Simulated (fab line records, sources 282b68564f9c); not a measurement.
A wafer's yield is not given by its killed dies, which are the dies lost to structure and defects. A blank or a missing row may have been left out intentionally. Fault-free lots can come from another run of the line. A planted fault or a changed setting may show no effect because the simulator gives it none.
A lot that was struck, set against a sound lot -- flow rit_cmos -- 45 out of 202 route steps
Sound: these wafers, L797.2, L797.5, L797.6. Wafers struck: L807.1, L807.5, L807.6. Last of all comes the cause.
Per side, at each step with rows, come the tool, then ch with its chambers, and then its first start. Under that, the readings that differ: sound wafers -- struck wafers -- difference of the means -- sigmas: that difference in standard deviations of wafers without a fault.
alike: readings with means less than 2 such deviations apart, plus words and numbers identical on both sides. not compared: withheld readings, readings lacking a value on some wafer, bounds such as >300 that could conceal the same value, and numbers that have no deviation in the record and whose values overlap.
Wherever a step has rows on one side only, a row that says differs or no value, or a row with sigmas, the two part there. When numbers do not overlap yet have no deviation, they are printed without sigmas and do not part them. A reading that every wafer of one side lacks parts them only if that side has two wafers or more.

first, 1 step without rows for these wafers: RIT_ACTIVE_DEVELOP_10 (develop time 50 s).
RIT_ACTIVE_CD_MEAS_11 targets a cd of 1400 nm.
  struck on cd_sem-02, day 3 16:56; sound on cd_sem-02, day 1 14:28
  alike: cd_nm
then, 1 step without rows for these wafers: RIT_ACTIVE_HARDBAKE_12 (time 60 s).
RIT_ACTIVE_ETCH_13: etches Si3N4 in SF6, stops on SiO2, time 210 s, target depth 210 nm.
  sound on rie_diel-02 ch 0,1,2, day 1 14:43; struck on rie_diel-01 ch 1,2,3, day 3 17:13
  alike: drypump_motor_current_A, oes_product_au, throttle_valve_pct
  not compared: rf_hours_counter_h
RIT_ACTIVE_STRIP_14: strips in O2, time 180 s.
  sound on plasma_asher-04 ch 0,1, day 1 14:50; struck on plasma_asher-01 ch 0,1, day 3 17:20
  alike: drypump_motor_current_A
  not compared: rf_hours_counter_h
RIT_ACTIVE_CD_MEAS_90 targets a cd of 1400 nm.
  struck on cd_sem-01, day 3 17:31; sound on cd_sem-01, day 1 15:02
  alike: cd_nm
then, 4 steps without rows for these wafers: RIT_ACTIVE_CLEAN_15 (cleans in SC1, time 600 s); RIT_ACTIVE_CLEAN_16 (cleans in dHF, time 30 s); RIT_ACTIVE_CLEAN_17 (cleans in SC2, time 600 s); RIT_FOX1_OXIDATION_00 (target thk 350.7 nm, ox time 1130 s).
RIT_FOX1_THK_MEAS_01:
  struck on film_metro-03, day 3 20:43; sound on film_metro-01, day 1 17:00
  alike: FOX1_OXIDE_THK
then, 1 step without rows for these wafers: RIT_FOX1_WET_ETCH_02 (etches SiO2 in BOE, target depth 350 nm, time 382 s).
RIT_FOX2_OXIDATION_00: target thk 350.7 nm, ox time 1130 s.
  sound on furnace-01 ch 0, day 1 17:10; struck on furnace-04 ch 0, day 3 20:53
reading,sound,struck,difference,sigmas
spike_tc_centre_C (C),1103.4 1104.4 1104.4,1112.9 1113.3 1114.5,+9.5,+9
spike_tc_load_C (C),1130.2 1127.3 1128.0,1135.6 1136.0 1135.1,+7.1,+5
spike_tc_source_C (C),1125.0 1121.9 1124.6,1132.6 1132.2 1132.6,+8.6,+4
model.SiO2_of_FOX2_OXIDATION_00.thk_nm (nm),347.4 353.5 345,369.3 372.2 374.9,+23.5,
  alike: zone_power_load_pct
RIT_FOX2_THK_MEAS_01:
  struck on film_metro-03, day 3 22:12; sound on film_metro-03, day 1 18:29
reading,sound,struck,difference,sigmas
FOX2_OXIDE_THK (nm),347 354 345,370 372 375,+24,+4
then, 2 steps without rows for these wafers: RIT_FOX2_CLEAN_02 (cleans in dHF, time 180 s); RIT_FOX2_WET_ETCH_03 (etches Si3N4 in H3PO4, target depth 195 nm, time 2700 s).
RIT_FOX2_THK_MEAS_90:
  struck on film_metro-03, day 3 23:05; sound on film_metro-04, day 1 19:22
reading,sound,struck,difference,sigmas
FIELD_OXIDE_LEFT_1_THK (nm),320 326 318,342 345 347,+23,+4
then, 6 steps without rows for these wafers: RIT_NWELL_HMDS_00 (prime time 60 s); RIT_NWELL_COAT_01 (resist thk 1300 nm); RIT_NWELL_SOFTBAKE_02 (time 57.45 s); RIT_NWELL_EXPOSE_03 (exposes mask M2, target cd 43900 nm); RIT_NWELL_PEB_04; RIT_NWELL_DEVELOP_05 (develop time 68 s).
RIT_NWELL_OVL_MEAS_06:
  struck on overlay-02, day 4 00:01; sound on overlay-02, day 1 20:19
  alike: NWELL_OVL
then, 2 steps without rows for these wafers: RIT_NWELL_HARDBAKE_07 (time 120 s); RIT_NWELL_IMPLANT_08.
RIT_NWELL_STRIP_09: strips in O2, time 180 s.
  sound on plasma_asher-01 ch 0,1, day 1 20:44; struck on plasma_asher-03 ch 0,1, day 4 00:28
  alike: drypump_motor_current_A
  not compared: rf_hours_counter_h
RIT_NWELL_TW_MEAS_10:
  struck on film_metro-04, day 4 00:38; sound on film_metro-01, day 1 20:55
  alike: NWELL_TW
then, 6 steps without rows for these wafers: RIT_PWELL_HMDS_00 (prime time 60 s); RIT_PWELL_COAT_01 (resist thk 1300 nm); RIT_PWELL_SOFTBAKE_02 (time 60 s); RIT_PWELL_EXPOSE_03 (exposes mask M3, target cd 43700 nm); RIT_PWELL_PEB_04; RIT_PWELL_DEVELOP_05 (develop time 68 s).
RIT_PWELL_OVL_MEAS_06:
  struck on overlay-01, day 4 01:34; sound on overlay-01, day 1 22:00
reading,sound,struck,difference,sigmas
PWELL_OVL (nm),-1.0 -1.1 -1.9,2.1 2.6 2.4,+3.7,+2
then, 2 steps without rows for these wafers: RIT_PWELL_HARDBAKE_07 (time 120 s); RIT_PWELL_IMPLANT_08.
RIT_PWELL_STRIP_09: strips in O2, time 180 s.
  sound on plasma_asher-03 ch 0,1, day 1 22:26; struck on plasma_asher-02 ch 0,1, day 4 02:05
  alike: drypump_motor_current_A
  not compared: rf_hours_counter_h
RIT_PWELL_TW_MEAS_10:
  struck on film_metro-04, day 4 02:16; sound on film_metro-01, day 1 22:37
reading,sound,struck,difference,sigmas
PWELL_TW,937 934 942,958 963 961,+23,+2
then, 1 step without rows for these wafers: RIT_WELLDRIVE_ANNEAL_00 (time 14700 s).
RIT_WELLDRIVE_RS_MEAS_01: uses a four-point probe to measure.
  struck on film_metro-02, day 4 08:26; sound on film_metro-02, day 2 04:02
  alike: NWELL_RS
RIT_WELLDRIVE_RS_MEAS_02: uses a four-point probe to measure.
  struck on film_metro-02, day 4 08:34; sound on film_metro-02, day 2 04:10
  alike: PWELL_RS
RIT_FOX2_THK_MEAS_91:
  struck on film_metro-04, day 4 12:31; sound on film_metro-03, day 2 08:12
reading,sound,struck,difference,sigmas
FIELD_OXIDE_LEFT_2_THK (nm),252 258 249,273 276 279,+23,+4
RIT_SILICIDE_WET_ETCH_00: etches SiO2 in BOE, target depth 14 nm, time 15 s.
  sound on wet_bench-01 ch 2, day 3 04:30; struck on wet_bench-02 ch 0, day 5 06:34
reading,sound,struck,difference,sigmas
model.SiO2_of_FOX2_OXIDATION_00.thk_nm (nm),145.1 150.2 145.5,169.3 173.3 173.8,+25.2,
RIT_M1_PROBE_99:
  struck on prober-02, day 5 13:53; sound on prober-01, day 3 11:19
reading,sound,struck,difference,sigmas
model.etest.field_n.vt_v (V),34.03 34.87 33.69,37.07 37.53 37.84,+3.28,
  alike: killed_at_contacts, killed_at_front_end, killed_dies, killed_open, killed_short

WHERE THEY PART
Earliest at RIT_FOX2_OXIDATION_00; latest, in this record, at RIT_FOX2_THK_MEAS_91. Later steps at which nothing parts them and some readings are alike: RIT_M1_PROBE_99.

WHY: the cause the simulator had injected
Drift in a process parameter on furnace-04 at RIT_FOX2_OXIDATION_00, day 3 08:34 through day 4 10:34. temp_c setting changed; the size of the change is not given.
